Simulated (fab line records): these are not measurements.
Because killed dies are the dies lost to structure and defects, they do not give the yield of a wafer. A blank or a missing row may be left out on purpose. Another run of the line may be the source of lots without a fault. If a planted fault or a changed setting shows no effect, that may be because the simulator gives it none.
What tool caused it? -- flow rit-cmos -- 14 lots with 42 wafers sampled at 2 steps, on a route of 202 steps

WHAT THE GAUGES READ, wafer by wafer
RIT_NRETRO_TW_MEAS_10.
lot,measured,on,NRETRO_TW
L993,day 2 06:53,film-metro-02,1049 1056 1052
L994,day 2 12:05,film-metro-02,1052 1051 1055
L997,day 3 03:38,film-metro-02,1054 1051 1050
L998,day 3 10:31,film-metro-04,1065 1062 1061
L999,day 3 16:47,film-metro-04,1066 1062 1060
L100,day 3 21:02,film-metro-01,1043 1042 1043
L103,day 4 10:25,film-metro-04,1186 1187 1187
L104,day 4 15:05,film-metro-01,1156 1156 1160
L107,day 5 06:55,film-metro-04,1061 1070 1061
L108,day 5 12:07,film-metro-04,1058 1063 1064
L109,day 5 16:07,film-metro-02,1056 1063 1054
L111,day 6 02:08,film-metro-01,1045 1045 1044
L112,day 6 06:53,film-metro-02,1049 1052 1047
L113,day 6 11:48,film-metro-01,1048 1046 1049

WHICH TOOL RAN EACH LOT (tool, then ch and the chambers of the sampled wafers, then the start)
lot,RIT_NRETRO_IMPLANT_08
L993,"implanter-03 ch 0, day 2 06:34"
L994,"implanter-01 ch 0, day 2 11:46"
L997,"implanter-02 ch 0, day 3 03:19"
L998,"implanter-02 ch 0, day 3 10:11"
L999,"implanter-02 ch 0, day 3 16:28"
L100,"implanter-01 ch 0, day 3 20:43"
L103,"implanter-02 ch 0, day 4 10:05"
L104,"implanter-02 ch 0, day 4 14:45"
L107,"implanter-01 ch 0, day 5 06:37"
L108,"implanter-03 ch 0, day 5 11:49"
L109,"implanter-01 ch 0, day 5 15:50"
L111,"implanter-03 ch 0, day 6 01:49"
L112,"implanter-03 ch 0, day 6 06:34"
L113,"implanter-01 ch 0, day 6 11:28"
- RIT_NRETRO_IMPLANT_08

WHAT THE TOOLS THEMSELVES READ (means of the sampled wafers that have a number; where no wafer has one, the mark that the record gives instead)
RIT_NRETRO_IMPLANT_08.
lot,tool,dose-ions-cm2,faraday-current-uA
L993,implanter-03,9.9960e+12,32.0
L994,implanter-01,1.0005e+13,31.1
L997,implanter-02,1.0009e+13,31.4
L998,implanter-02,9.9987e+12,32.1
L999,implanter-02,1.0004e+13,31.2
L100,implanter-01,1.0021e+13,31.7
L103,implanter-02,1.3694e+13,44.9
L104,implanter-02,1.3698e+13,44.7
L107,implanter-01,9.9950e+12,31.3
L108,implanter-03,9.9950e+12,31.6
L109,implanter-01,1.0002e+13,31.9
L111,implanter-03,1.0001e+13,31.0
L112,implanter-03,1.0001e+13,31.9
L113,implanter-01,9.9947e+12,31.5

THE ANSWER, worked out from the rows above alone
Rule: what is usual is taken from the lots themselves. The widest of any qualifying gaps counts: lots, ordered by their means at a reading, are off when they make up no more than a third of the lots, leave a main group of 4 or more, and stand apart from it by 3 or more times the standard deviation of that group's means. Not used: any main group whose means are identical at the precision the tables above print for the reading. Also off: a lot with no number at a reading for which 4 or more lots have one. All remaining lots with rows at the step are treated as sound. Order of review: gauges by route order, followed by the tools' own readings, for which a lot's mean as printed above is used. At the first step where some lot is off, the reading lying furthest off is the one used; lots without a number count as furthest.
Off: at RIT_NRETRO_TW_MEAS_10 (NRETRO_TW), L103, L104. The main group: mean 1054, standard deviation 7.1.
If a tool, at a process step before that reading, ran all the lots that are off and no sound lot after the first of them, it fits. Not tried: the gauges at RIT_NRETRO_TW_MEAS_10; whatever is off there is also off at RIT_NRETRO_IMPLANT_08, on other tools, and gauge error can't account for it. One fits: implanter-02 at RIT_NRETRO_IMPLANT_08. A fault onset in the window from L999 (day 3 16:28, its last sound lot) to L103 (day 4 10:05, its first lot off) fits.
The tool's own readings at RIT_NRETRO_IMPLANT_08 bear it out: on the lots that are off they differ by more than 5 times the standard deviation of the sound lots' means. dose-ions-cm2 reads 1.3696e+13 there against 1.0002e+13 on the sound lots; faraday-current-uA reads 44.8 there against 31.6 on the sound lots.

WHAT THE SIMULATOR HAD INSERTED
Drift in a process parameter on implanter-02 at RIT_NRETRO_IMPLANT_08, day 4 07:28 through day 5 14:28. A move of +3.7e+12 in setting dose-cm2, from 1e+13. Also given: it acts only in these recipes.
Struck lots among those shown: L103, L104. Same finding as the rule above.
